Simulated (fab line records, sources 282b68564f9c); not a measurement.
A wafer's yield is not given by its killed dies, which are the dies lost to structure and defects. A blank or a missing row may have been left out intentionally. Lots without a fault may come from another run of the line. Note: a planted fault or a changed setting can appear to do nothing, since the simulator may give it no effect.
A single fault, viewed from 2 desks    flow rit cmos    each desk has only its own numbers; what lay behind them comes last

METROLOGY DESK
What the gauges read, lot by lot, whatever tool the lot ran on: means of the sampled wafers that have a number. Any lot whose mean is over 4 standard deviations away from the usual mean is out of limits and marked OUT; that distance is given in the brackets.
Columns: A = PSD_RS at RIT_SDANNEAL_RS_MEAS_04, usual 115.9 ohm/sq; B = NSD_RS at RIT_SDANNEAL_RS_MEAS_05, usual 84.61 ohm/sq; C = PLDD_RS at RIT_SDANNEAL_RS_MEAS_06, usual 178.7 ohm/sq
lot   first seen here  A                        B                 C
L533  day 3 08:26      116.3                    84.54             179.4
L534  day 3 17:48      116.1                    84.56             178.8
L537  day 4 11:31      115.8                    84.29             178.5
L539  day 4 14:28      115.8                    84.61             178.8
L540  day 5 06:01      116.0                    84.79             179.3
L541  day 5 08:50      115.6                    84.66             178.4
L543  day 5 14:36      115.7                    84.87             178.0
L544  day 5 22:38      116.0                    84.42             178.5
L546  day 6 10:26      116.1                    84.66             179.5
L547  day 6 16:55      165.9 (+99 or more) OUT  87.01 (+9.2) OUT  246.0 (+99 or more) OUT
L548  day 6 22:57      116.0                    84.78             178.4
L549  day 6 23:09      165.9 (+99 or more) OUT  87.55 (+11) OUT   246.1 (+99 or more) OUT
L550  day 7 10:59      116.2                    84.50             178.8
L556  day 8 21:27      115.7                    84.66             178.1
This desk's result: L547, L549 out of limits, first on L547 (PSD_RS at RIT_SDANNEAL_RS_MEAS_04), day 6 16:55. L533, L534, L537, L539, L540, L541, L543, L544, L546, L548, L550, L556: within limits.

FOR THE TOOL OWNER'S DESK: rtp anneal-02
The tool's own readings at RIT_SDANNEAL_RTA_03 (time 5 s): means of the sampled wafers that have a number, for each lot that ran on this tool. Any lot whose mean is over 4 standard deviations away from the usual mean is out of limits and marked OUT; that distance is given in the brackets.
Columns: A = wafer_temp_C_max at RIT_SDANNEAL_RTA_03, usual 1053.4
lot   first seen here  A
L533  day 3 08:22      1055.8
L534  day 3 17:44      1052.9
L537  day 4 11:26      1052.7
L539  day 4 14:23      1052.4
L541  day 5 08:47      1053.5
L543  day 5 14:32      1053.4
L547  day 6 16:50      988.0 (-50) OUT
L549  day 6 23:05      988.2 (-50) OUT
Finding of this desk: L547, L549 out of limits; the first was L547 at day 6 16:50, on wafer_temp_C_max at RIT_SDANNEAL_RTA_03. L533, L534, L537, L539, L541, L543: within limits.

ALL TOGETHER
An alarm could have come from the tool owner's desk at day 6 16:50, on L547, L549.
An alarm was possible from the metrology desk at day 6 16:55, on L547, L549.
Every lot named ran RIT_SDANNEAL_RTA_03 on rtp anneal-02.

WHAT THE SIMULATOR HAD PUT IN
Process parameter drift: rtp anneal-02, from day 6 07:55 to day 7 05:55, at RIT_SDANNEAL_RTA_03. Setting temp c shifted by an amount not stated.
Shown lots that were struck: L547, L549.
Fault start to first reading out of limits, in hours, per desk: tool owner, 9; metrology, 9.
